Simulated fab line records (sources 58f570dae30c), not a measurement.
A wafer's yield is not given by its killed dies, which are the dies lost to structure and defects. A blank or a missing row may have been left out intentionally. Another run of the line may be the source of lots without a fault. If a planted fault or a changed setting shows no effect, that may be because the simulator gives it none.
A lot that was struck, set against a sound lot :: flow berkeley_cmos170 :: 20 out of 331 route steps
Sound: these wafers, L816.1, L816.2, L816.6. Wafers L824.3, L824.4, L824.5 were the ones struck. The cause is given at the end.
At each step with rows: each side's tool, then ch and its chambers, then its first start. Under that, the readings that differ: sound wafers :: struck wafers :: difference of the means :: sigmas: that difference in standard deviations of wafers without a fault.
alike: words and numbers the same on both sides, and readings whose means are apart by under 2 such deviations; not compared: readings that were withheld, readings missing a value for some wafer, numbers with overlapping values and no deviation given by the record, and bounds like >300 which may hide the same value.
Wherever a step has rows on one side only, a row that says differs or no value, or a row with sigmas, the two part there. Non-overlapping numbers with no deviation appear without sigmas and do not part them. A reading that every wafer of one side lacks parts them only if that side has two wafers or more.

first, 5 steps without rows for these wafers: UCB170_WELLDRIVE_ANNEAL_03 (time 900 s); UCB170_WELLDRIVE_WET_ETCH_04 (etches SiO2 in BOE, time 120 s); UCB170_ACTIVE_CLEAN_00 (cleans in SPM, time 600 s); UCB170_ACTIVE_CLEAN_01 (cleans in dHF, time 60 s); UCB170_ACTIVE_OXIDATION_02 (target thk 26.4 nm, ox time 1260 s).
UCB170_ACTIVE_THK_MEAS_03:
  struck on film_metro-02, day 6 02:43; sound on film_metro-04, day 4 18:50
  alike: ACTIVE_OXIDE_THK
then, 2 steps without rows for these wafers: UCB170_ACTIVE_ANNEAL_04 (time 900 s); UCB170_ACTIVE_CVD_05 (deposits Si3N4 from SiH2Cl2/NH3, target thk 220 nm, time 3300 s).
UCB170_ACTIVE_THK_MEAS_06:
  struck on film_metro-03, day 6 07:01; sound on film_metro-04, day 5 01:07
  alike: ACTIVE_NITRIDE_THK
then, 3 steps without rows for these wafers: UCB170_ACTIVE_HMDS_07 (prime time 60 s); UCB170_ACTIVE_COAT_08 (resist thk 900 nm); UCB170_ACTIVE_SOFTBAKE_09 (time 60 s).
UCB170_ACTIVE_EXPOSE_10: exposes mask ACTIVE, target cd 1200 nm.
  sound on krf_scanner-01 ch 0, day 5 01:45; struck on krf_scanner-01 ch 0, day 6 07:47
reading: mask
sound: ACTIVE#0 ACTIVE#0 ACTIVE#0
struck: ACTIVE_R1#0 ACTIVE_R1#0 ACTIVE_R1#0
difference: differs
sigmas: 
  alike: focus_offset_nm
then, 2 steps without rows for these wafers: UCB170_ACTIVE_PEB_11; UCB170_ACTIVE_DEVELOP_12 (develop time 45 s).
UCB170_ACTIVE_CD_MEAS_13: the cd target is 1200 nm.
  struck on cd_sem-01, day 6 08:20; sound on cd_sem-02, day 5 02:08
reading: cd_nm (nm)
sound: 1196.5 1199.3 1197.6
struck: 1381.1 1380.6 1380.5
difference: +182.9
sigmas: +99 or more
UCB170_ACTIVE_OVL_MEAS_14:
  struck on overlay-01, day 6 08:25; sound on overlay-02, day 5 02:16
  alike: ACTIVE_OVL
UCB170_ACTIVE_ETCH_15: etches Si3N4 in CH3F/Ar/O2, stops on SiO2, target depth 242 nm, time 151 s.
  sound on rie_diel-03 ch 1,3, day 5 02:18; struck on rie_diel-02 ch 1,2, day 6 08:27
reading: throttle_valve_pct (%)
sound: 7.99 8.22 8.24
struck: 7.95 7.93 7.94
difference: -0.21
sigmas: -2

reading: model.ACTIVE.cd_nm (nm)
sound: 1196 1199 1198
struck: 1381 1381 1381
difference: +183
sigmas: 
  alike: CH3F_flow_sccm, drypump_motor_current_A, oes_product_au
  not compared: rf_hours_counter_h
UCB170_ACTIVE_STRIP_16: strips in O2.
  sound on plasma_asher-02 ch 0,1, day 5 02:24; struck on plasma_asher-01 ch 0,1, day 6 08:35
  alike: drypump_motor_current_A, oes_product_au, strip_time_to_endpoint_s
  not compared: rf_hours_counter_h
-- the record jumps here: 3 days lie between the struck wafers' starts before and after (it left off in module ACTIVE and takes up again in module M3, whose first step shown is number 331 of the route) --
UCB170_M3_PROBE_99:
  struck on prober-02, day 9 16:23; sound on prober-01, day 8 13:53
reading: model.etest.pldd.line_ohm_um
sound: 1840 1811 1823
struck: 1431 1439 1432
difference: -391
sigmas: 

reading: model.etest.nldd.line_ohm_um
sound: 1264 1273 1266
struck: 995.1 983.6 982.2
difference: -280.7
sigmas: 

reading: model.etest.nplus_sal.width_nm (nm)
sound: 705.5 717.6 713.3
struck: 891.5 871.7 877
difference: +167.9
sigmas: 

reading: model.etest.pplus_sal.width_nm (nm)
sound: 703.6 716.1 712
struck: 890.8 867.1 872.1
difference: +166.1
sigmas: 

reading: model.etest.nldd.width_nm (nm)
sound: 615.1 613 616.1
struck: 778.1 770.5 774.7
difference: +159.7
sigmas: 

reading: model.etest.pldd.width_nm (nm)
sound: 615.3 612.1 618.3
struck: 775.1 768.6 778.8
difference: +158.9
sigmas: 

reading: model.etest.nmos_narrow.drive_ua_um
sound: 365.4 355.6 355
struck: 421.1 429 437.7
difference: +70.6
sigmas: 

reading: model.etest.pmos_narrow.drive_ua_um
sound: 143.3 143.3 143.9
struck: 165.6 167.2 170.7
difference: +24.3
sigmas: 

WHERE THEY PART
Earliest at UCB170_ACTIVE_EXPOSE_10; latest, in this record, at UCB170_ACTIVE_ETCH_15. Later steps at which nothing parts them and some readings are alike: UCB170_ACTIVE_STRIP_16.

WHY: what the simulator had put in
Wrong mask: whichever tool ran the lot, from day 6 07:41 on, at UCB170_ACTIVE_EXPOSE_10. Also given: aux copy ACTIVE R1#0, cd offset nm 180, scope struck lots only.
